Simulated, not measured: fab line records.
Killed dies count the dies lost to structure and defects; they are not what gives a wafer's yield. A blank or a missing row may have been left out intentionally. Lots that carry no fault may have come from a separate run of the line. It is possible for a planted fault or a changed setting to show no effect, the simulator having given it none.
fab line records	flow ritCmos
record: lots: 14	wafers: 42	lastDay: 7
route steps=202 shown FOX1@21 M1@184
lots untouched by any fault: they come from a run of this same line in which no faults occurred
startH: start of the lot's first displayed wafer, in hours after the record's first day	waitH: hours elapsed since this lot's preceding step	" the same as in the row above	L1.1+2: one row covering several wafers at once	- either no value or no given start	* or withheld: withheld	< > ~ a bound
route shown NAME@n: a module of which the file shows steps, and the number in the route of the first	usual: average and standard deviation across the fault-free wafers	same: alike in all rows	chamber/n: place in a boat	sites: the reading at each site	_std_site: the values' standard deviation	_edge_site: mean of outer sites minus mean of inner sites	radiusMm: for every site, how far away it sits from the centre of the wafer	mask NAME#n: copy n	behind: the most recent tool/chamber to have shaped the wafer	hold: reason for holding the lot/hours on hold/outcome of the hold	device: which transistor (n, p or np) failed to switch	end of line: at the end of the route, the tests of the same wafers	a step given without rows: its recipe and nothing more	killed: not the wafer's yield, but the dies lost to structure and defects at the first sort	map: shows each die of a wafer: x if killed, . if not, _ if none is there
set.NAME: the run value of the setting; set.NAME@STEP: its run value at that earlier step	model.NAME: the simulator's own value behind a step, which no gauge read
one table for each step of the route and one row for each wafer, over a sample of lots
services: a tool's chamber out of use, with start hour (startH, from the record's first day; less than 0 if before it), hours out, and reason
== steps ==
step: RIT_FOX1_THK_MEAS_01
recipe: reads: SiO2_of_FOX1_OXIDATION_00
usual: FOX1_OXIDE_THK: 337/7.8
lot.wafer	tool	chamber	startH	waitH	FOX1_OXIDE_THK[nm]
L923.1	filmMetro-01	-	17.29	0.0	345
L923.2	"	-	"	"	347
L923.5	"	-	"	"	340
L924.1	filmMetro-04	-	21.85	0.0	330
L924.3	"	-	"	"	318
L924.4	"	-	"	"	325
L925.2	filmMetro-01	-	28.35	0.0	338
L925.3	"	-	"	"	346
L925.5	"	-	"	"	345
L927.3	filmMetro-01	-	37.56	0.0	325
L927.4	"	-	"	"	325
L927.5	"	-	"	"	325
L928.1	filmMetro-01	-	41.85	0.0	347
L928.3	"	-	"	"	350
L928.5	"	-	"	"	343
L929.2	filmMetro-04	-	47.43	0.0	332
L929.5	"	-	"	"	325
L929.6	"	-	"	"	333
L930.3	filmMetro-01	-	52.05	0.0	345
L930.4	"	-	"	"	342
L930.5	"	-	"	"	340
L936.2	filmMetro-04	-	82.83	0.0	333
L936.3	"	-	"	"	334
L936.5	"	-	"	"	335
L937.1	filmMetro-02	-	86.94	0.0	341
L937.3	"	-	"	"	337
L937.4	"	-	"	"	336
L938.1	filmMetro-04	-	92.10	0.0	333
L938.4	"	-	"	"	336
L938.6	"	-	"	"	331
L939.2	filmMetro-02	-	96.97	0.0	346
L939.3	"	-	"	"	344
L939.4	"	-	"	"	342
L942.1	filmMetro-04	-	111.82	0.0	343
L942.2	"	-	"	"	344
L942.5	"	-	"	"	342
L944.1	filmMetro-01	-	121.96	0.0	338
L944.2	"	-	"	"	334
L944.6	"	-	"	"	347
L946.2	filmMetro-04	-	134.04	0.0	339
L946.3	"	-	"	"	336
L946.4	"	-	"	"	344
step: RIT_M1_SPUTTER_00
recipe: material: Al	targetThkNm: 400	powerW: 2000	chamberPressurePa: 0.4	gas: Ar	timeS: 500	substrateTempC: 25
usual: chamberPressurePa: 0.4000/0.00069	throttleValvePct: 29.4/1
lot.wafer	tool	chamber	startH	waitH	chamberPressurePa	throttleValvePct
L923.1	pvdSputter-04	-	52.43	0.0	0.4012	31.3
L923.2	"	-	"	"	0.3997	29.1
L923.5	"	-	"	"	0.3991	29.0
L924.1	pvdSputter-01	-	58.63	0.0	0.3999	28.0
L924.3	"	-	"	"	0.3992	29.5
L924.4	"	-	"	"	0.3996	29.8
L925.2	pvdSputter-04	-	66.13	0.0	0.4006	29.0
L925.3	"	-	"	"	0.3989	28.2
L925.5	"	-	"	"	0.4002	31.1
L927.3	pvdSputter-04	-	73.84	0.0	0.3998	29.1
L927.4	"	-	"	"	0.4007	29.0
L927.5	"	-	"	"	0.4007	31.4
L928.1	pvdSputter-01	-	77.87	0.0	0.3998	30.0
L928.3	"	-	"	"	0.4007	29.7
L928.5	"	-	"	"	0.3995	30.2
L929.2	pvdSputter-04	-	83.29	0.0	0.3992	31.5
L929.5	"	-	"	"	0.3991	28.3
L929.6	"	-	"	"	0.3998	31.6
L930.3	pvdSputter-01	-	86.89	0.0	0.3991	27.5
L930.4	"	-	"	"	0.3993	29.9
L930.5	"	-	"	"	0.4010	29.7
L936.2	pvdSputter-01	-	119.06	0.0	0.3995	29.7
L936.3	"	-	"	"	0.3999	27.9
L936.5	"	-	"	"	0.4004	30.0
L937.1	pvdSputter-04	-	122.82	0.0	0.4000	28.3
L937.3	"	-	"	"	0.5403	25.3
L937.4	"	-	"	"	0.4001	31.2
L938.1	pvdSputter-01	-	127.31	0.0	0.4004	29.6
L938.4	"	-	"	"	0.3998	30.0
L938.6	"	-	"	"	0.4009	29.7
L939.2	pvdSputter-04	-	133.06	0.0	0.3992	31.5
L939.3	"	-	"	"	0.5427	25.2
L939.4	"	-	"	"	0.4001	29.0
L942.1	pvdSputter-01	-	149.24	0.0	0.4002	27.8
L942.2	"	-	"	"	0.3999	30.2
L942.5	"	-	"	"	0.4009	27.9
L944.1	pvdSputter-01	-	157.77	0.0	0.4005	27.4
L944.2	"	-	"	"	0.3996	30.0
L944.6	"	-	"	"	0.3996	27.8
L946.2	pvdSputter-03	-	172.36	0.0	0.4005	29.3
L946.3	"	-	"	"	0.3992	30.5
L946.4	"	-	"	"	0.3999	29.0
step: RIT_M1_RS_MEAS_01
recipe: thkMeasGauge: four-point-probe	reads: Al_of_M1_SPUTTER_00
usual: M1_AL_RS: 0.0734/0.00065
lot.wafer	tool	chamber	startH	waitH	M1_AL_RS[ohm/sq]
L923.1	filmMetro-03	-	52.73	0.1	0.0742
L923.2	"	-	"	"	0.0733
L923.5	"	-	"	"	0.0737
L924.1	filmMetro-03	-	58.92	0.1	0.0741
L924.3	"	-	"	"	0.0748
L924.4	"	-	"	"	0.0750
L925.2	filmMetro-03	-	66.45	0.2	0.0729
L925.3	"	-	"	"	0.0733
L925.5	"	-	"	"	0.0733
L927.3	filmMetro-03	-	74.17	0.2	0.0736
L927.4	"	-	"	"	0.0731
L927.5	"	-	"	"	0.0733
L928.1	filmMetro-02	-	78.16	0.1	0.0740
L928.3	"	-	"	"	0.0743
L928.5	"	-	"	"	0.0732
L929.2	filmMetro-03	-	83.60	0.2	0.0729
L929.5	"	-	"	"	0.0736
L929.6	"	-	"	"	0.0734
L930.3	filmMetro-01	-	87.23	0.2	0.0729
L930.4	"	-	"	"	0.0728
L930.5	"	-	"	"	0.0734
L936.2	filmMetro-02	-	119.38	0.2	0.0743
L936.3	"	-	"	"	0.0733
L936.5	"	-	"	"	0.0732
L937.1	filmMetro-01	-	123.12	0.1	0.0744
L937.3	"	-	"	"	0.0809
L937.4	"	-	"	"	0.0736
L938.1	filmMetro-02	-	127.60	0.1	0.0737
L938.4	"	-	"	"	0.0730
L938.6	"	-	"	"	0.0733
L939.2	filmMetro-02	-	133.37	0.2	0.0740
L939.3	"	-	"	"	0.0815
L939.4	"	-	"	"	0.0737
L942.1	filmMetro-02	-	149.53	0.1	0.0727
L942.2	"	-	"	"	0.0725
L942.5	"	-	"	"	0.0726
L944.1	filmMetro-01	-	158.07	0.1	0.0732
L944.2	"	-	"	"	0.0729
L944.6	"	-	"	"	0.0732
L946.2	filmMetro-03	-	172.68	0.2	0.0736
L946.3	"	-	"	"	0.0728
L946.4	"	-	"	"	0.0734
step: RIT_M1_THK_MEAS_02
recipe: thkMeasGauge: xrf	reads: Al_of_M1_SPUTTER_00
usual: M1_AL_THK: 408/3.8
lot.wafer	tool	chamber	startH	waitH	M1_AL_THK[nm]
L923.1	filmMetro-03	-	52.85	0.1	404
L923.2	"	-	"	"	408
L923.5	"	-	"	"	408
L924.1	filmMetro-03	-	59.04	0.1	407
L924.3	"	-	"	"	401
L924.4	"	-	"	"	400
L925.2	filmMetro-03	-	66.56	0.1	412
L925.3	"	-	"	"	407
L925.5	"	-	"	"	408
L927.3	filmMetro-03	-	74.27	0.1	408
L927.4	"	-	"	"	412
L927.5	"	-	"	"	413
L928.1	filmMetro-02	-	78.28	0.1	404
L928.3	"	-	"	"	402
L928.5	"	-	"	"	411
L929.2	filmMetro-03	-	83.71	0.1	412
L929.5	"	-	"	"	408
L929.6	"	-	"	"	411
L930.3	filmMetro-01	-	87.33	0.1	409
L930.4	"	-	"	"	411
L930.5	"	-	"	"	408
L936.2	filmMetro-02	-	119.49	0.1	404
L936.3	"	-	"	"	409
L936.5	"	-	"	"	410
L937.1	filmMetro-01	-	123.24	0.1	402
L937.3	"	-	"	"	372
L937.4	"	-	"	"	406
L938.1	filmMetro-02	-	127.72	0.1	407
L938.4	"	-	"	"	411
L938.6	"	-	"	"	407
L939.2	filmMetro-02	-	133.48	0.1	402
L939.3	"	-	"	"	368
L939.4	"	-	"	"	408
L942.1	filmMetro-02	-	149.65	0.1	413
L942.2	"	-	"	"	411
L942.5	"	-	"	"	411
L944.1	filmMetro-01	-	158.19	0.1	406
L944.2	"	-	"	"	407
L944.6	"	-	"	"	407
L946.2	filmMetro-03	-	172.79	0.1	410
L946.3	"	-	"	"	413
L946.4	"	-	"	"	409
step: RIT_M1_STRIP_14
recipe: chemistry: O2	timeS: 180	platenTempC: withheld	powerW: 500	pressureMtorr: 4000	o2FlowSccm: 4000
usual: drypumpMotorCurrentA: 5.4/0.62
lot.wafer	tool	chamber	startH	waitH	drypumpMotorCurrentA	rfHoursCounterH
L923.1	plasmaAsher-02	1	54.65	0.0	5.5	28
L923.2	"	0	"	"	4.7	28
L923.5	"	1	"	"	5.5	-
L924.1	plasmaAsher-04	1	60.85	0.0	4.9	44
L924.3	"	1	"	"	4.9	-
L924.4	"	0	"	"	6.3	-
L925.2	plasmaAsher-04	1	68.35	0.0	4.8	45
L925.3	"	1	"	"	4.9	-
L925.5	"	0	"	"	6.3	-
L927.3	plasmaAsher-02	1	76.12	0.1	5.5	-
L927.4	"	0	"	"	4.7	-
L927.5	"	1	"	"	5.5	-
L928.1	plasmaAsher-04	1	80.04	0.0	4.8	47
L928.3	"	0	"	"	6.3	-
L928.5	"	0	"	"	6.3	-
L929.2	plasmaAsher-02	0	85.51	0.0	4.7	31
L929.5	"	0	"	"	4.7	-
L929.6	"	1	"	"	5.5	-
L930.3	plasmaAsher-04	0	89.05	0.1	6.3	-
L930.4	"	1	"	"	4.8	-
L930.5	"	0	"	"	6.3	-
L936.2	plasmaAsher-04	0	121.22	0.0	6.3	51
L936.3	"	1	"	"	4.8	-
L936.5	"	1	"	"	4.8	-
L937.1	plasmaAsher-04	0	125.05	0.0	6.3	52
L937.3	"	0	"	"	6.3	-
L937.4	"	1	"	"	4.9	-
L938.1	plasmaAsher-04	0	129.67	0.0	6.3	52
L938.4	"	0	"	"	6.3	-
L938.6	"	1	"	"	4.9	-
L939.2	plasmaAsher-01	1	135.28	0.0	6.0	52
L939.3	"	1	"	"	6.1	-
L939.4	"	0	"	"	6.0	-
L942.1	plasmaAsher-01	0	151.48	0.0	5.9	53
L942.2	"	1	"	"	6.1	53
L942.5	"	1	"	"	6.0	-
L944.1	plasmaAsher-04	0	160.05	0.0	6.3	55
L944.2	"	1	"	"	4.9	55
L944.6	"	1	"	"	4.8	-
L946.2	plasmaAsher-02	0	174.50	0.0	4.7	40
L946.3	"	0	"	"	4.7	-
L946.4	"	1	"	"	5.5	-
step: RIT_M1_PROBE_99
usual: defectLimitedYield: 97.3/1.2	killed_at_M0_to_M3: 0.0/0.083	killedAtContacts: 0.0/0.2	killedAtFrontEnd: 7/3.1	killedDies: 7/3.1	killedOpen: 3.5/1.9	killedShort: 3.6/2.1
same: grossDies: 264	killed_at_M4_up: 0	killedAtBackSide: 0	killedAtOther: 0
lot.wafer	tool	chamber	startH	waitH	defectLimitedYield[%]	killed_at_M0_to_M3	killedAtContacts	killedAtFrontEnd	killedDies	killedOpen	killedShort
L928.1	prober-01	-	81.96	0.1	97.3	0	0	7	7	4	3
L928.3	prober-01	-	82.06	0.2	97.7	0	0	6	6	3	3
L928.5	prober-01	-	82.16	0.2	97.7	0	1	5	6	2	4
L929.2	prober-02	-	88.40	0.1	95.1	0	0	13	13	3	10
L929.5	prober-02	-	88.55	0.2	98.1	0	0	5	5	2	3
L929.6	prober-02	-	88.60	0.2	97.7	0	0	6	6	4	2
L930.3	prober-01	-	91.00	0.2	96.2	0	0	10	10	7	3
L930.4	prober-01	-	91.05	0.2	93.6	0	0	17	17	6	11
L930.5	prober-01	-	91.10	0.2	96.2	0	0	10	10	4	6
L937.1	prober-02	-	126.96	0.1	99.6	0	0	1	1	0	1
L937.3	prober-02	-	127.06	0.2	98.5	0	0	4	4	3	1
L937.4	prober-02	-	127.11	0.2	98.1	0	0	5	5	3	2
L939.2	prober-02	-	137.45	0.1	98.5	0	0	4	4	3	1
L939.3	prober-02	-	137.50	0.2	98.1	0	0	5	5	4	1
L939.4	prober-02	-	137.55	0.2	97.7	0	0	6	6	3	3
L942.1	prober-01	-	153.44	0.1	97.0	0	0	8	8	2	6
L942.2	prober-01	-	153.49	0.1	98.9	0	0	3	3	3	0
L942.5	prober-01	-	153.64	0.2	97.7	0	0	6	6	5	1
killed by level:class
L928.1 FOX1:geometricParticle:open=2 FOX1:geometricParticle:short=1 GATE:geometricParticle:open=1 SPACER:geometricParticle:short=1 SILICIDE:geometricParticle:open=1 SILICIDE:geometricParticle:short=1
L928.3 GATE:geometricParticle:open=2 FOX1:geometricParticle:open=1 FOX1:geometricParticle:short=1 REOX:geometricParticle:short=1 SILICIDE:geometricParticle:short=1
L928.5 GATE:geometricParticle:short=2 FOX1:geometricParticle:short=1 SILICIDE:geometricParticle:open=1 SILICIDE:geometricParticle:short=1 CONTACT:geometricParticle:open=1
L929.2 SPACER:geometricParticle:short=4 FOX2:geometricParticle:short=2 GATE:geometricParticle:open=2 GATE:geometricParticle:short=2 REOX:geometricParticle:short=2 SPACER:geometricParticle:open=1
L929.5 GATE:geometricParticle:short=2 GATE:geometricParticle:open=1 REOX:geometricParticle:short=1 SILICIDE:geometricParticle:open=1
L929.6 GATE:geometricParticle:open=2 FOX2:geometricParticle:open=1 GATE:geometricParticle:short=1 REOX:geometricParticle:short=1 SPACER:geometricParticle:open=1
L930.3 FOX2:geometricParticle:open=4 GATE:geometricParticle:open=2 FOX1:geometricParticle:short=1 FOX2:geometricParticle:short=1 REOX:geometricParticle:open=1 SILICIDE:geometricParticle:short=1
L930.4 GATE:geometricParticle:short=5 GATE:geometricParticle:open=2 SPACER:geometricParticle:short=2 REOX:geometricParticle:open=2 REOX:geometricParticle:short=2 FOX1:geometricParticle:short=1 SPACER:geometricParticle:open=1 SILICIDE:geometricParticle:open=1
L930.5 SILICIDE:geometricParticle:open=3 SPACER:geometricParticle:short=2 SILICIDE:geometricParticle:short=2 FOX1:geometricParticle:short=1 FOX1:geometricParticle:open=1 GATE:geometricParticle:short=1
L937.1 SPACER:geometricParticle:short=1
L937.3 SILICIDE:geometricParticle:open=2 FOX1:geometricParticle:open=1 SPACER:geometricParticle:short=1
L937.4 GATE:geometricParticle:open=3 FOX2:geometricParticle:short=1 GATE:geometricParticle:short=1
L939.2 GATE:geometricParticle:open=1 GATE:geometricParticle:short=1 REOX:geometricParticle:open=1 SPACER:geometricParticle:open=1
L939.3 FOX1:geometricParticle:open=1 FOX2:geometricParticle:open=1 REOX:geometricParticle:open=1 SILICIDE:geometricParticle:short=1 SILICIDE:geometricParticle:open=1
L939.4 FOX1:geometricParticle:open=2 GATE:geometricParticle:open=1 REOX:geometricParticle:short=1 SPACER:geometricParticle:short=1 SILICIDE:geometricParticle:short=1
L942.1 GATE:geometricParticle:short=3 FOX2:geometricParticle:open=1 FOX2:geometricParticle:short=1 REOX:geometricParticle:short=1 SPACER:geometricParticle:open=1 SILICIDE:geometricParticle:short=1
L942.2 REOX:geometricParticle:open=2 GATE:geometricParticle:open=1
L942.5 GATE:geometricParticle:open=2 FOX2:geometricParticle:open=1 REOX:geometricParticle:open=1 SPACER:geometricParticle:short=1 SILICIDE:geometricParticle:open=1
== services ==
tool	chamber	startH	hours	kind
pvdSputter-03	-	38.49	1.4	repair
plasmaAsher-02	-	50.59	2.3	repair
plasmaAsher-01	-	60.14	2.8	pm
plasmaAsher-02	-	77.20	0.7	repair
plasmaAsher-02	-	78.69	1.6	repair
pvdSputter-04	-	82.54	0.5	repair
plasmaAsher-02	-	88.25	2.5	repair
pvdSputter-01	-	102.87	1.8	repair
pvdSputter-04	-	104.68	5.8	repair
pvdSputter-01	-	163.49	2.9	repair
== key ==
firstSign: step: RIT_M1_SPUTTER_00	reading: chamberPressurePa	direction: up	sigmas: 99+	usual: 0.4000	struck: 0.5415
effect: step: RIT_M1_SPUTTER_00	reading: throttleValvePct	direction: down	sigmas: 4.1	usual: 29.4	struck: 25.2
effect: step: RIT_M1_RS_MEAS_01	reading: M1_AL_RS	direction: up	sigmas: 12	usual: 0.0734	struck: 0.0812
effect: step: RIT_M1_THK_MEAS_02	reading: M1_AL_THK	direction: down	sigmas: 10	usual: 408	struck: 370
metAt RIT_M1_SPUTTER_00
struckLots L937,L939
struckWafers L937.3,L939.3
notActingAt RIT_FOX1_THK_MEAS_01,RIT_M1_STRIP_14
onsetBetween 73.84 122.82
fault: kind: processParameterDrift	tool: pvdSputter-04	chamber: -	onsetH: 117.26	steps: RIT_M1_SPUTTER_00	channel: chamberPressurePa	offset: 0.14089	shape: step	endH: 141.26	stated: 0.4	scope: struckWafersOnly
